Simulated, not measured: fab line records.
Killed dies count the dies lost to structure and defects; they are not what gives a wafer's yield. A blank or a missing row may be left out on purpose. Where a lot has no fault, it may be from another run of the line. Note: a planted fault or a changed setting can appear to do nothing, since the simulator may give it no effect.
Split-lot experiment -- flow rit cmos -- 23 wafers read from 5 lots, route of 202 steps

## SPLIT DETAILS
At RIT_CONTACT_CVD_00 (deposits SiO2 from TEOS, target thk 400 nm, time 61 s), the setting time s was moved away from the recipe's 61 s on 9 of the 23 wafers read, by -12.1% to +12.0%. The other wafers ran this setting at the recipe's value.

The file shows no step between the split and the reading.

## THE READING
CONTACT_TEOS_THK at RIT_CONTACT_THK_MEAS_01, in nm. Fault-free wafers of this fab line usually give 399 nm, standard deviation 5.9 nm.

wafer,"tool, chamber at the split","time s as run, s",against the recipe,"CONTACT_TEOS_THK, nm",against lot-mates on the recipe
L074.1,"pecvd-01, 2",66.71,+9.4%,432,+39
L074.2,"pecvd-01, 0",61,recipe,382,-
L074.3,"pecvd-01, 0",61,recipe,394,-
L074.4,"pecvd-01, 2",61,recipe,404,-
L074.6,"pecvd-01, 0",66.71,+9.4%,432,+39
L079.1,"pecvd-04, 1",61,recipe,401,-
L079.2,"pecvd-04, 0",61,recipe,399,-
L079.4,"pecvd-04, 2",53.63,-12.1%,361,-41
L079.5,"pecvd-04, 1",53.63,-12.1%,356,-46
L079.6,"pecvd-04, 0",61,recipe,405,-
L080.2,"pecvd-01, 1",68.29,+12.0%,436,+39
L080.3,"pecvd-01, 2",61,recipe,397,-
L080.4,"pecvd-01, 2",61,recipe,404,-
L080.5,"pecvd-01, 0",68.29,+12.0%,443,+46
L080.6,"pecvd-01, 1",61,recipe,390,-
L082.1,"pecvd-04, 1",61,recipe,401,-
L082.2,"pecvd-04, 2,0",65.63,+7.6%,424,+24
L082.4,"pecvd-04, 2,0",65.63,+7.6%,425,+25
L082.5,"pecvd-04, 1",65.63,+7.6%,440,+40
L082.6,"pecvd-04, 2",61,recipe,399,-
L085.1,"pecvd-04, 2",61,recipe,398,-
L085.3,"pecvd-04, 0",61,recipe,396,-
L085.4,"pecvd-04, 1",61,recipe,412,-
Where a row lists several chambers, the file gives one row for several wafers and doesn't say which wafer went through which chamber.

THE FIT
A straight line over all 23 wafers: CONTACT_TEOS_THK changes by +3.51 nm for each +1% of time s; r = +0.96; the points scatter about the line by 6.6 nm.
The same after taking each lot's own level away (the mean of its wafers on the recipe; 23 wafers): +3.71 nm for each +1%; r = +0.97; scatter 6 nm.
That fit puts the effect of the largest move of time s on the reading at 45 nm.
The span of the lots' own levels, 393.3 to 402.0 nm, comes to 1.5 times the standard deviation stated above.
Hence the lot-to-lot level has little effect on the slope; both slopes agree.
Check: with one of the wafers moved furthest among these (-12.1%) left out of the fit, the line predicts -45.7 nm for it against its lot-mates. It came out at -40.7 nm against them.

## OTHER SPLITS ON THESE WAFERS
Note: prior to the reading, these wafers also went through further splits. Each is held against what the fit with the lots' levels taken away leaves over:
other split on the same wafers,wafers away from the commonest value,r with CONTACT_TEOS_THK (lot level and that fit taken away)
RIT_PRETRO_SOFTBAKE_02 time s,9,-0.07
RIT_GATE_COAT_11 resist thk nm,9,+0.36
RIT_GATE_DEVELOP_15 develop time s,11,+0.11
RIT_NLDD_IMPLANT_08 dose cm2,8,+0.37
RIT_SPACER_CVD_03 time s,15,-0.08
RIT_NSD_IMPLANT_08 energy kev,10,-0.34
RIT_SDANNEAL_CLEAN_00 time s,15,+0.06

## THE WHOLE CHAIN: every reading that the file lists as answering this split, in the file's order
step,what it does,reading,change (the file's fit),r (the file's)
RIT_CONTACT_CVD_00,"deposits SiO2 from TEOS, target thk 400 nm, time 61 s","SiO2_of_CONTACT_CVD_00.thk nm (the simulator's own value, which no gauge read)",+3.64 nm for each +1% of the setting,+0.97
RIT_CONTACT_THK_MEAS_01,,CONTACT_TEOS_THK,+3.72 for each +1% of the setting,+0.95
RIT_CONTACT_ETCH_11,"etches SiO2 in CHF3/CF4/Ar, stops on TiSi2, target depth 480 nm, time 320 s","CONTACT.feature depth nm (the simulator's own value, which no gauge read)",+3.73 nm for each +1% of the setting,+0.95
RIT_CONTACT_ETCH_11,"etches SiO2 in CHF3/CF4/Ar, stops on TiSi2, target depth 480 nm, time 320 s","etch.depth nm (the simulator's own value, which no gauge read)",+3.64 nm for each +1% of the setting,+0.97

## FILE'S OWN FIT
CONTACT_TEOS_THK changes by +3.72 nm for each +1% of time s, r = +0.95.
